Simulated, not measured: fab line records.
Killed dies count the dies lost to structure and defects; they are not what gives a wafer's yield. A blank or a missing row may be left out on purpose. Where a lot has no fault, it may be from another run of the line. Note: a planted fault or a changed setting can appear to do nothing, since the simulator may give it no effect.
Check of tool commonality | flow berkeley cmos170 | Lots sampled 13, wafers sampled 39

== REASON IT WAS OPENED ==
UCB170_PWELL_TW_MEAS_17, reading PWELL_TW: flagged on 1 of 13 lots. Wafers without a fault read 381, standard deviation 3.2.
Rule: flag the lot when none of its wafers has a number, or when each of its wafers that has one lies beyond 4 standard deviations from that mean. As for the other lots, they are considered sound.

lot  | measured    | on            | PWELL_TW, wafer by wafer | flag
L376 | day 4 12:41 | film metro-01 | 30 30 30                 | FLAGGED
L380 | day 4 20:54 | film metro-04 | 374 376 375              |
L381 | day 5 02:58 | film metro-03 | 385 385 385              |
L382 | day 5 03:10 | film metro-03 | 384 385 384              |
L388 | day 6 01:23 | film metro-01 | 379 381 382              |
L390 | day 6 12:40 | film metro-04 | 377 377 377              |
L389 | day 6 12:43 | film metro-03 | 383 383 385              |
L391 | day 6 22:58 | film metro-01 | 384 381 381              |
L394 | day 7 11:34 | film metro-04 | 376 376 377              |
L392 | day 7 11:37 | film metro-03 | 382 380 382              |
L395 | day 7 15:13 | film metro-04 | 375 376 377              |
L396 | day 7 21:11 | film metro-01 | 383 380 382              |
L397 | day 7 21:43 | film metro-03 | 381 382 382              |
Flagged lots average 30: -351 relative to the usual, that is -99 or more standard deviations.

== LOT BY LOT: THE TOOL USED ==
The record keeps 1 process step preceding the reading, out of 331 steps on the route. Each cell gives the tool, then ch followed by the chambers the sampled wafers passed through, then the start.
lot  | flag    | UCB170_PWELL_EXPOSE_10
L376 | FLAGGED | krf scanner-02 ch 0, day 4 11:56
L380 |         | krf scanner-02 ch 0, day 4 19:46
L381 |         | krf scanner-02 ch 0, day 5 01:52
L382 |         | krf scanner-01 ch 0, day 5 02:08
L388 |         | krf scanner-01 ch 0, day 6 00:27
L390 |         | krf scanner-01 ch 0, day 6 10:45
L389 |         | krf scanner-02 ch 0, day 6 11:02
L391 |         | krf scanner-02 ch 0, day 6 22:11
L394 |         | krf scanner-01 ch 0, day 7 09:40
L392 |         | krf scanner-02 ch 0, day 7 09:56
L395 |         | krf scanner-01 ch 0, day 7 14:25
L396 |         | krf scanner-02 ch 0, day 7 19:04
L397 |         | krf scanner-01 ch 0, day 7 19:28
What is done by these steps:
- UCB170_PWELL_EXPOSE_10: exposes mask PWELL, target cd 3000 nm.
- UCB170_PWELL_TW_MEAS_17

== FLAGGED OVER TOTAL, TOOL BY TOOL (the gauges that took the reading come last) ==
step                    | tool           | lots run | flagged | share of the flagged lots | sound lots run after its first flagged lot
UCB170_PWELL_EXPOSE_10  | krf scanner-01 | 6        | 0       | none                      | -
UCB170_PWELL_EXPOSE_10  | krf scanner-02 | 7        | 1       | all                       | 6 (L380,L381,L389,L391,L392,L396)
UCB170_PWELL_TW_MEAS_17 | film metro-01  | 4        | 1       | all                       | 3 (L388,L391,L396)
UCB170_PWELL_TW_MEAS_17 | film metro-03  | 5        | 0       | none                      | -
UCB170_PWELL_TW_MEAS_17 | film metro-04  | 4        | 0       | none                      | -

== THE TABLE: WHAT IT ALLOWS ==
In 2 table rows, all flagged lots were run: krf scanner-02 (UCB170_PWELL_EXPOSE_10), film metro-01 (UCB170_PWELL_TW_MEAS_17).
- krf scanner-02 at UCB170_PWELL_EXPOSE_10: 1 of its 7 lots flagged. Sound lots followed the first flagged one (L380, L381, L389, L391, L392, L396) on it, something a lasting fault affecting the whole tool could not allow.
- film metro-01 at UCB170_PWELL_TW_MEAS_17: 1 of its 4 lots flagged. Sound lots followed the first flagged one (L388, L391, L396) on it, something a lasting fault affecting the whole tool could not allow.
Not one row of the table ran every flagged lot while running no sound lot after the first.

== WHAT THE SIMULATOR HAD INSERTED ==
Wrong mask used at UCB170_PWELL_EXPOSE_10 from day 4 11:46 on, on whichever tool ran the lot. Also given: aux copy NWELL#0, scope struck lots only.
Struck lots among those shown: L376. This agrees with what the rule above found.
